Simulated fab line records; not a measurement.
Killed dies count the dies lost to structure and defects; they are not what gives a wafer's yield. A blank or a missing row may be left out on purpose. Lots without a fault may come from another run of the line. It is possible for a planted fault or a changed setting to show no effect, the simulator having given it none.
fab line records	flow berkeleyCmos170
[record] lots = 15	wafers = 45	lastDay = 11
route steps=331 shown NWELL@27 WELLDRIVE@58 M1@240
lots that met no fault: taken from a fault-free run of the same line
startH: the number of hours between the record's first day and the start of the first shown wafer of the lot	waitH: hours elapsed since this lot's preceding step	" repeats the value in the row above	L1.1+2: several wafers, shown together as one row	- no value, or no start was given	* or withheld: withheld	< > ~ a bound
route shown NAME@n: a module of which the file shows steps, and the number in the route of the first	usual: mean/standard deviation of fault-free wafers	same: alike in all rows	chamber/n: place in a boat	sites: readings site by site	_std_site: standard deviation across them	_edge_site: mean of outer sites minus mean of inner sites	radiusMm: how far each site lies from the wafer's centre	mask NAME#n: copy n	behind: the most recent tool/chamber to have shaped the wafer	hold: cause of the lot's hold/its duration in hours/its outcome	device: whichever transistor did not switch (one of n, p or np)	end of line: the same wafers' tests at the end of the route	a step with no rows: only its recipe	killed: count of dies lost to structure and defects at first sort (not the wafer's yield)	map: dies across one wafer; x = killed, . = not, _ = none there
set.NAME: the run value of the setting; set.NAME@STEP: its run value at that earlier step	model.NAME: the simulator's own value behind a step, which no gauge read
one table for each step of the route and one row for each wafer, over a sample of lots
services: the hour from which a tool's chamber was out of use, counted from the record's first day as startH (under 0 if before that day), plus the number of hours and why
[[steps]]
[step UCB170_NWELL_ETCH_13]
[recipe] chemistry = CH3F/Ar/O2	target = Si3N4	stopOn = SiO2	CH3F_flow_sccm = 20	Ar_flow_sccm = 50	O2_flow_sccm = 7	pressureMtorr = 50	rfW = 450	targetDepthA = 2464	overEtchFrac = 0.1	timeS = 154
[usual] CH3F_flow_sccm = 20.00/0.058	drypumpMotorCurrentA = 5.6/0.4	oesProductAu = 0.939/0.013	throttleValvePct = 8.05/0.095
lot.wafer	tool	chamber	startH	waitH	CH3F_flow_sccm	drypumpMotorCurrentA	oesProductAu	rfHoursCounterH	throttleValvePct
L343.1	rieDiel-02	2	30.39	0.0	20.08	4.8	0.927	2	8.16
L343.3	"	0	"	"	19.94	5.6	0.954	119	8.08
L343.4	"	3	"	"	20.04	5.4	0.923	101	7.97
L345.1	rieDiel-02	1	41.60	0.0	19.86	5.5	0.940	16	8.14
L345.3	"	3	"	"	20.05	5.4	0.920	102	7.95
L345.5	"	1	"	"	19.98	5.5	0.940	-	8.12
L347.1	rieDiel-02	2	54.50	0.0	19.98	4.8	0.933	3	8.16
L347.3	"	1	"	"	19.89	5.5	0.934	17	8.11
L347.6	"	3	"	"	20.05	5.4	0.918	-	7.96
L349.3	rieDiel-03	0	64.93	0.0	19.97	5.7	0.947	91	7.82
L349.4	"	3	"	"	19.98	6.0	0.960	76	8.14
L349.5	"	1	"	"	20.00	5.9	0.951	-	8.04
L350.2	rieDiel-02	3	65.04	0.0	19.96	5.4	0.937	103	7.97
L350.4	"	1	"	"	20.03	5.5	0.948	17	8.14
L350.5	"	3	"	"	20.06	5.4	0.925	-	7.97
L351.2	rieDiel-02	3	74.72	0.0	19.97	5.4	0.932	103	7.94
L351.3	"	2	"	"	19.98	4.9	0.935	3	8.16
L351.5	"	2	"	"	19.89	4.9	0.928	-	8.17
L353.1	rieDiel-03	0	84.15	0.0	19.95	5.7	0.951	92	7.83
L353.2	"	3	"	"	20.05	5.9	0.968	77	8.12
L353.3	"	2	"	"	20.00	6.2	0.949	35	8.07
L355.2	rieDiel-02	1	85.38	0.0	19.96	5.5	0.945	18	8.11
L355.3	"	3	"	"	19.96	5.4	0.916	104	7.94
L355.6	"	0	"	"	19.95	5.6	0.948	-	8.07
L354.1	rieDiel-03	2	86.33	0.0	20.00	6.2	0.933	35	8.07
L354.5	"	3	"	"	19.97	5.9	0.947	-	8.14
L354.6	"	2	"	"	20.03	6.2	0.926	-	8.07
L361.2	rieDiel-02	2	118.67	0.0	19.93	4.8	0.927	5	8.17
L361.3	"	3	"	"	20.05	5.4	0.921	105	7.95
L361.6	"	3	"	"	20.08	5.4	0.933	-	7.96
L360.2	rieDiel-03	3	118.91	0.0	19.96	6.0	0.957	78	8.12
L360.5	"	2	"	"	19.99	6.2	0.939	-	8.08
L360.6	"	3	"	"	19.97	6.0	0.953	-	8.14
L362.1	rieDiel-02	3	126.68	0.0	19.91	5.4	0.930	105	7.95
L362.5	"	2	"	"	20.01	4.8	0.948	-	8.17
L362.6	"	3	"	"	19.91	5.4	0.933	-	7.95
L363.2	rieDiel-04	3	132.87	0.0	20.04	6.2	0.929	77	8.01
L363.3	"	1	"	"	20.07	5.6	0.933	158	8.12
L363.6	"	0	"	"	19.93	6.1	0.944	-	7.94
L365.1	rieDiel-04	0	138.72	0.0	20.01	6.1	0.953	120	7.93
L365.3	"	1	"	"	20.01	5.6	0.928	159	8.13
L365.5	"	3	"	"	19.98	6.1	0.938	-	8.02
L366.2	rieDiel-03	1	149.23	0.0	20.02	6.0	0.938	2	8.01
L366.5	"	2	"	"	20.00	6.2	0.940	-	8.07
L366.6	"	1	"	"	19.96	6.0	0.944	-	8.01
[step UCB170_WELLDRIVE_ANNEAL_03]
[recipe] tempC = 1100	timeS = 900	ambient = N2
[usual] spikeTcCentreC = 1102.9/1.3	spikeTcLoadC = 1129.7/2.1	tubeCenterTempC = 1100.0/0.12
lot.wafer	tool	chamber	startH	waitH	spikeTcCentreC	spikeTcLoadC	tubeCenterTempC
L343.1	furnace-04	0	69.47	4.2	1103.5	1131.1	1100.0
L343.3	"	0	"	"	1103.4	1130.4	1100.0
L343.4	"	0	"	"	1103.5	1130.5	1100.0
L345.1	furnace-04	0	69.47	0.7	1103.6	1131.6	1099.9
L345.3	"	0	"	"	1104.0	1131.4	1099.9
L345.5	"	0	"	"	1103.8	1130.9	1100.0
L347.1	furnace-02	0	85.25	2.6	1100.0	1125.9	1099.9
L347.3	"	0	"	"	1100.3	1124.3	1100.1
L347.6	"	0	"	"	1101.9	1126.8	1100.0
L349.3	furnace-04	0	101.45	6.7	1104.0	1129.3	1100.1
L349.4	"	0	"	"	1103.7	1129.8	1099.9
L349.5	"	0	"	"	1102.5	1131.5	1099.8
L350.2	furnace-04	0	101.45	6.7	1103.0	1131.0	1099.9
L350.4	"	0	"	"	1104.2	1129.6	1099.9
L350.5	"	0	"	"	1102.8	1130.7	1100.0
L351.2	furnace-03	0	109.80	3.6	1103.1	1128.6	1100.0
L351.3	"	0	"	"	1102.4	1129.6	1100.0
L351.5	"	0	"	"	1101.1	1130.3	1099.8
L354.1	furnace-03	-	123.97	3.2	-	-	-
L354.5	"	-	"	"	-	-	-
L354.6	"	-	"	"	-	-	-
L355.2	furnace-03	-	123.97	3.1	-	-	-
L355.3	"	-	"	"	-	-	-
L355.6	"	-	"	"	-	-	-
L353.1	furnace-04	-	127.50	2.7	-	-	-
L353.2	"	-	"	"	-	-	-
L353.3	"	-	"	"	-	-	-
L360.2	furnace-04	0	150.03	2.1	1104.5	1130.0	1099.9
L360.5	"	0	"	"	1104.5	1129.9	1100.0
L360.6	"	0	"	"	1104.1	1131.4	1099.8
L361.2	furnace-04	0	150.03	2.1	1102.9	1130.3	1100.1
L361.3	"	0	"	"	1103.1	1129.1	1100.0
L361.6	"	0	"	"	1104.0	1131.0	1100.1
L362.1	furnace-04	0	164.13	4.0	1104.3	1130.0	1100.1
L362.5	"	0	"	"	1103.0	1130.5	1099.9
L362.6	"	0	"	"	1104.2	1131.9	1100.1
L363.2	furnace-02	0	167.34	2.5	1101.0	1126.2	1100.0
L363.3	"	0	"	"	1100.8	1125.7	1100.1
L363.6	"	0	"	"	1102.1	1125.5	1100.1
L365.1	furnace-04	0	173.23	3.0	1103.8	1132.2	1100.0
L365.3	"	0	"	"	1102.8	1132.4	1100.1
L365.5	"	0	"	"	1104.9	1130.6	1100.0
L366.2	furnace-02	0	184.25	5.0	1102.0	1125.9	1100.0
L366.5	"	0	"	"	1103.5	1127.8	1099.9
L366.6	"	0	"	"	1100.8	1127.1	1100.1
[step UCB170_M1_THK_MEAS_02]
[recipe] thkMeasGauge = xrf	reads = Al_of_M1_SPUTTER_00
[usual] M1_AL_THK = 600/7.6
lot.wafer	tool	chamber	startH	waitH	M1_AL_THK[nm]
L343.1	filmMetro-04	-	158.41	0.1	597
L343.3	"	-	"	"	596
L343.4	"	-	"	"	590
L345.1	filmMetro-01	-	161.02	0.1	600
L345.3	"	-	"	"	604
L345.5	"	-	"	"	601
L349.3	filmMetro-01	-	186.00	0.1	588
L349.4	"	-	"	"	583
L349.5	"	-	"	"	585
L347.1	filmMetro-02	-	186.90	0.1	597
L347.3	"	-	"	"	597
L347.6	"	-	"	"	598
L350.2	filmMetro-01	-	187.09	0.1	620
L350.4	"	-	"	"	607
L350.5	"	-	"	"	610
L351.2	filmMetro-02	-	192.21	0.1	590
L351.3	"	-	"	"	597
L351.5	"	-	"	"	597
L361.2	filmMetro-04	-	231.83	0.1	609
L361.3	"	-	"	"	607
L361.6	"	-	"	"	612
L360.2	filmMetro-01	-	232.11	0.1	596
L360.5	"	-	"	"	596
L360.6	"	-	"	"	597
L363.2	filmMetro-02	-	241.33	0.1	589
L363.3	"	-	"	"	598
L363.6	"	-	"	"	600
L362.1	filmMetro-01	-	244.92	0.1	612
L362.5	"	-	"	"	611
L362.6	"	-	"	"	609
L365.1	filmMetro-04	-	256.84	0.1	607
L365.3	"	-	"	"	607
L365.5	"	-	"	"	608
L366.2	filmMetro-01	-	258.94	0.1	595
L366.5	"	-	"	"	596
L366.6	"	-	"	"	596
[step UCB170_M1_ETCH_11]
[recipe] chemistry = N2/H2	targetDepthA = withheld	overetchA = withheld	target = BARC	timeS = withheld	sourceW = 500	biasW = 100	pressureMtorr = 30	n2FlowSccm = 100	h2FlowSccm = 200
[usual] drypumpMotorCurrentA = 5.7/0.43	n2FlowSccm = 100.01/0.29	oesProductAu = 0.994/0.018	throttleValvePct = 13.31/0.1
lot.wafer	tool	chamber	startH	waitH	drypumpMotorCurrentA	n2FlowSccm	oesProductAu	throttleValvePct
L343.1	rieDiel-01	2	159.50	0.0	5.9	99.72	0.997	13.40
L343.3	"	1	"	"	6.5	99.82	0.994	13.39
L343.4	"	0	"	"	5.8	100.03	0.963	13.38
L345.1	rieDiel-04	0	162.27	0.0	6.1	100.01	1.031	13.19
L345.3	"	2	"	"	5.5	99.89	0.977	13.10
L345.5	"	2	"	"	5.5	99.82	0.979	13.10
L349.3	rieDiel-01	0	187.08	0.0	5.8	99.82	0.958	13.36
L349.4	"	0	"	"	5.8	100.11	0.965	13.38
L349.5	"	2	"	"	6.0	100.31	0.984	13.40
L347.1	rieDiel-02	1	188.08	0.0	5.5	100.08	0.983	13.28
L347.3	"	3	"	"	5.5	99.83	0.997	13.28
L347.6	"	2	"	"	4.8	99.72	0.998	13.45
L350.2	rieDiel-04	2	188.60	0.0	5.5	100.07	0.987	13.11
L350.4	"	1	"	"	5.6	100.02	1.013	13.42
L350.5	"	3	"	"	6.2	100.25	0.973	13.28
L351.2	rieDiel-04	0	194.07	0.0	6.1	100.15	1.021	13.20
L351.3	"	2	"	"	5.5	99.94	0.988	13.11
L351.5	"	2	"	"	5.5	100.43	0.989	13.09
L361.2	rieDiel-04	3	234.29	0.0	6.2	99.77	0.986	13.30
L361.3	"	0	"	"	6.1	100.17	1.030	13.21
L361.6	"	1	"	"	5.6	99.65	1.010	13.43
L360.2	rieDiel-02	2	234.37	0.0	4.9	99.83	0.992	13.46
L360.5	"	3	"	"	5.5	100.18	0.991	13.28
L360.6	"	2	"	"	4.8	100.01	0.996	13.43
L363.2	rieDiel-02	3	244.82	0.0	5.5	100.20	0.986	13.27
L363.3	"	2	"	"	4.9	100.68	0.991	13.45
L363.6	"	2	"	"	4.9	100.24	0.994	13.44
L362.1	rieDiel-01	3	246.06	0.0	5.5	99.16	1.023	13.43
L362.5	"	1	"	"	6.5	100.26	0.991	13.38
L362.6	"	2	"	"	5.9	100.56	0.984	13.40
L365.1	rieDiel-02	2	258.82	0.0	4.8	100.01	0.973	13.44
L365.3	"	0	"	"	5.6	100.24	0.975	13.27
L365.5	"	1	"	"	5.5	99.76	1.001	13.31
L366.2	rieDiel-02	2	260.79	0.0	4.8	99.90	0.992	13.46
L366.5	"	3	"	"	5.4	100.26	0.994	13.29
L366.6	"	2	"	"	4.9	100.44	0.985	13.45
[[services]]
tool	chamber	startH	hours	kind
furnace-02	-	7.88	3.0	pm
rieDiel-04	1	28.71	8.7	repair
furnace-03	-	34.38	3.6	pm
furnace-03	-	38.42	1.9	repair
rieDiel-01	2	40.15	5.3	repair
rieDiel-01	1	57.73	2.8	repair
rieDiel-03	-	63.90	1.0	repair
rieDiel-01	3	67.65	4.7	repair
furnace-04	-	85.32	13.5	pm
rieDiel-04	2	108.96	-	clean
furnace-02	-	150.39	4.7	pm
rieDiel-03	-	153.92	0.5	repair
rieDiel-01	-	165.83	0.5	repair
furnace-02	-	176.47	2.6	pm
rieDiel-04	0	180.42	4.6	repair
rieDiel-01	1	189.75	1.3	repair
rieDiel-04	3	206.57	12.4	repair
rieDiel-03	3	214.04	4.2	repair
rieDiel-02	0	221.58	10.5	repair
rieDiel-04	3	223.41	2.8	repair
rieDiel-02	1	240.30	14.9	repair
rieDiel-02	0	242.12	8.2	repair
rieDiel-03	3	243.86	3.6	repair
rieDiel-03	1	260.39	7.2	repair
[[key]]
[firstSign] step = UCB170_WELLDRIVE_ANNEAL_03	reading = toolRecord	direction = missing
effect none on later readings
metAt UCB170_WELLDRIVE_ANNEAL_03
struckLots L353,L354,L355
laterRowsLeftOut L353.1,L353.2,L353.3,L354.1,L354.5,L354.6,L355.2,L355.3,L355.6
sortLeftOut L353.1,L353.2,L353.3,L354.1,L354.5,L354.6,L355.2,L355.3,L355.6
testerLeftOut L353,L354,L355
notActingAt UCB170_NWELL_ETCH_13,UCB170_M1_THK_MEAS_02,UCB170_M1_ETCH_11
onsetBetween 109.80 123.97
[fault] kind = skippedStepWhole	tool = furnace-03,furnace-04	chamber = -	onsetH = 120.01	steps = UCB170_WELLDRIVE_ANNEAL_03	scope = struckLotsOnly
// testerLeftOut: of these lots the tester's yield and bins aren't shown, on N5 and GAA mostly nor the transistor test; their killed dies are dies lost to structure and defects alone, not to doping, threshold or leakage, so they don't give the yield
// sortLeftOut: the simulated sort isn't trusted on such a fault, so these wafers' sort isn't shown, and their yield isn't known
// laterRowsLeftOut: the simulator's readings of these wafers behind a module that went badly wrong aren't trusted and aren't shown, but for the sort
